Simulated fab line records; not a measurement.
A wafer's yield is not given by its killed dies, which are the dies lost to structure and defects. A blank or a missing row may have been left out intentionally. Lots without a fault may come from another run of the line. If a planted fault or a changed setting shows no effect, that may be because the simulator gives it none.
2 desks looking at one fault	flow berkeley_cmos170	only its own numbers are on each desk; what lay behind them is given at the end

== FROM THE METROLOGY DESK ==
Means of the sampled wafers that have a number, per lot and without regard to the tool the lot ran on: this is what the gauges read. Any lot whose mean is over 4 standard deviations away from the usual mean is out of limits and marked OUT; that distance is given in the brackets.
Columns: A = PSD_OVL at UCB170_PSD_OVL_MEAS_07, usual 2 nm; B = NSD_OVL at UCB170_NSD_OVL_MEAS_07, usual -1 nm; C = CONTACT_OVL at UCB170_CONTACT_OVL_MEAS_16, usual -2 nm; D = V1_TEOS_THK at UCB170_V1_THK_MEAS_01, usual 1997 nm
lot	first seen here	A	B	C	D
L110	day 6 15:14	3	-2	1	1997
L109	day 6 15:29	8	-2	-5	2020
L111	day 7 03:22	6	-2	-6	1987
L114	day 7 07:23	4	-4	-7	2028
L118	day 8 13:22	1	1	-3	2011
L116	day 8 13:36	-9	5	-5	1945
L117	day 8 13:50	4	0	1	1983
L119	day 9 00:41	-2	-7	4	1994
L121	day 10 01:13	-6	-3	-7	2425 (+15) OUT
L122	day 10 01:38	3	5	-5	1979
L126	day 11 01:05	10	-4	8	2024
L129	day 11 01:39	2	-1	3	2423 (+15) OUT
L131	day 11 13:01	4	-5	-4	2001
L132	day 12 00:31	-3	0	5	2024
This desk reports L121, L129 out of limits; the earliest was L121 at day 10 19:29 (V1_TEOS_THK at UCB170_V1_THK_MEAS_01). Within limits: L110, L109, L111, L114, L118, L116, L117, L119, L122, L126, L131, L132.

== AT THE TOOL OWNER'S DESK: pecvd-03 ==
The tool's own readings at UCB170_V1_CVD_00 (deposits SiO2 from TEOS/O2, target thk 2000 nm, time 250 s): means of the sampled wafers that have a number, for each lot that ran on this tool. Any lot whose mean is over 4 standard deviations away from the usual mean is out of limits and marked OUT; that distance is given in the brackets.
Columns: A = heater_power_w at UCB170_V1_CVD_00, usual 246 W; B = run_length_s at UCB170_V1_CVD_00, usual 277.6 s
lot	first seen here	A	B
L110	day 7 05:28	241	277.0
L111	day 7 19:16	243	277.0
L118	day 9 11:18	263	277.2
L117	day 9 11:27	301	277.1
L122	day 10 15:14	261	277.1
L121	day 10 19:20	230	330.6 (+79) OUT
L129	day 11 18:23	233	331.1 (+80) OUT
This desk's verdict: out of limits on L121, L129, starting with L121 at day 10 19:20 (run_length_s at UCB170_V1_CVD_00). Within limits: L110, L111, L118, L117, L122.

== PUT TOGETHER ==
The tool owner's desk had the chance to raise an alarm at day 10 19:20 on L121, L129.
On L121, L129, the metrology desk was in a position to raise an alarm at day 10 19:29.
All the named lots went through UCB170_V1_CVD_00 on pecvd-03.

== WHAT THE SIMULATOR HAD PUT IN ==
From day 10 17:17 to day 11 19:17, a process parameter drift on pecvd-03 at UCB170_V1_CVD_00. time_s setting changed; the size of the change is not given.
Struck lots among those shown: L121, L129.
Fault start to first reading out of limits, in hours, per desk: tool owner, 2; metrology, 2.
